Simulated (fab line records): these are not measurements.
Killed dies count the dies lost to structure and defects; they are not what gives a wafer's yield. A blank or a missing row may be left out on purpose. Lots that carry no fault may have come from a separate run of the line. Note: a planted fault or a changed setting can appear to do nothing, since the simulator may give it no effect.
2 desks looking at one fault :: flow rit cmos :: numbers are kept per desk, each desk with only its own; the story behind them comes last

== FOR THE TOOL OWNER'S DESK: rtp anneal-02 ==
The tool's own readings at RIT_SILICIDE_RTA_06 (time 10 s, ramp up 5 s, ramp down 10 s): means of the sampled wafers that have a number, for each lot that ran on this tool. The brackets show how far a lot's mean lies from the usual mean; more than 4 standard deviations puts the lot out of limits, marked OUT.
Columns: A = wafer_temp_C_max at RIT_SILICIDE_RTA_06, usual 753.2
lot: L177
first seen here: day 3 11:48
A: 754.7

lot: L191
first seen here: day 6 09:46
A: 643.9 (-84) OUT

lot: L193
first seen here: day 6 21:46
A: 644.3 (-84) OUT
Finding of this desk: L191, L193 out of limits; the first was L191 at day 6 09:46, on wafer_temp_C_max at RIT_SILICIDE_RTA_06. L177: within limits.

== AT THE METROLOGY DESK ==
What the gauges read, lot by lot, whatever tool the lot ran on: means of the sampled wafers that have a number. The brackets show how far a lot's mean lies from the usual mean; more than 4 standard deviations puts the lot out of limits, marked OUT.
Columns: A = PSD_RS at RIT_SDANNEAL_RS_MEAS_04, usual 115.55 ohm/sq; B = NSD_RS at RIT_SDANNEAL_RS_MEAS_05, usual 86.0 ohm/sq; C = PLDD_RS at RIT_SDANNEAL_RS_MEAS_06, usual 178.6 ohm/sq; D = NLDD_RS at RIT_SDANNEAL_RS_MEAS_07, usual 151.6 ohm/sq; E = SILICIDE_TI_RS at RIT_SILICIDE_RS_MEAS_02, usual 48.7 ohm/sq; F = SILICIDE_TI_THK at RIT_SILICIDE_THK_MEAS_03, usual 29.9 nm
lot: L177
first seen here: day 3 10:52
A: 115.82
B: 86.3
C: 178.5
D: 151.0
E: 49.5
F: 29.5

lot: L180
first seen here: day 4 08:58
A: 115.46
B: 86.4
C: 178.6
D: 150.9
E: 48.3
F: 30.3

lot: L191
first seen here: day 6 08:50
A: 115.38
B: 86.0
C: 178.8
D: 151.7
E: 50.4
F: 29.1

lot: L193
first seen here: day 6 20:50
A: 115.73
B: 86.1
C: 179.2
D: 151.9
E: 48.1
F: 30.1

lot: L196
first seen here: day 7 11:42
A: 115.75
B: 85.7
C: 178.4
D: 152.0
E: 48.3
F: 30.2

lot: L198
first seen here: day 8 00:53
A: 115.67
B: 86.5
C: 179.2
D: 151.6
E: 48.0
F: 30.3
Finding of this desk: none of the 6 lots has anything out of limits.

== TAKEN TOGETHER ==
The tool owner's desk could have raised an alarm at day 6 09:46, on L191, L193.
Metrology desk: nothing out of limits seen.
The metrology desk has L191, L193 on record, within its limits.
Every lot named ran RIT_SILICIDE_RTA_06 on rtp anneal-02.

== WHAT HAD BEEN PUT IN BY THE SIMULATOR ==
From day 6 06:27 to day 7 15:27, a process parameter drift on rtp anneal-02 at RIT_SILICIDE_RTA_06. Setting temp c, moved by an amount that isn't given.
Shown lots that were struck: L191, L193.
How many hours passed from the start of the fault until each desk's first out-of-limits reading: the tool owner's desk, 3.
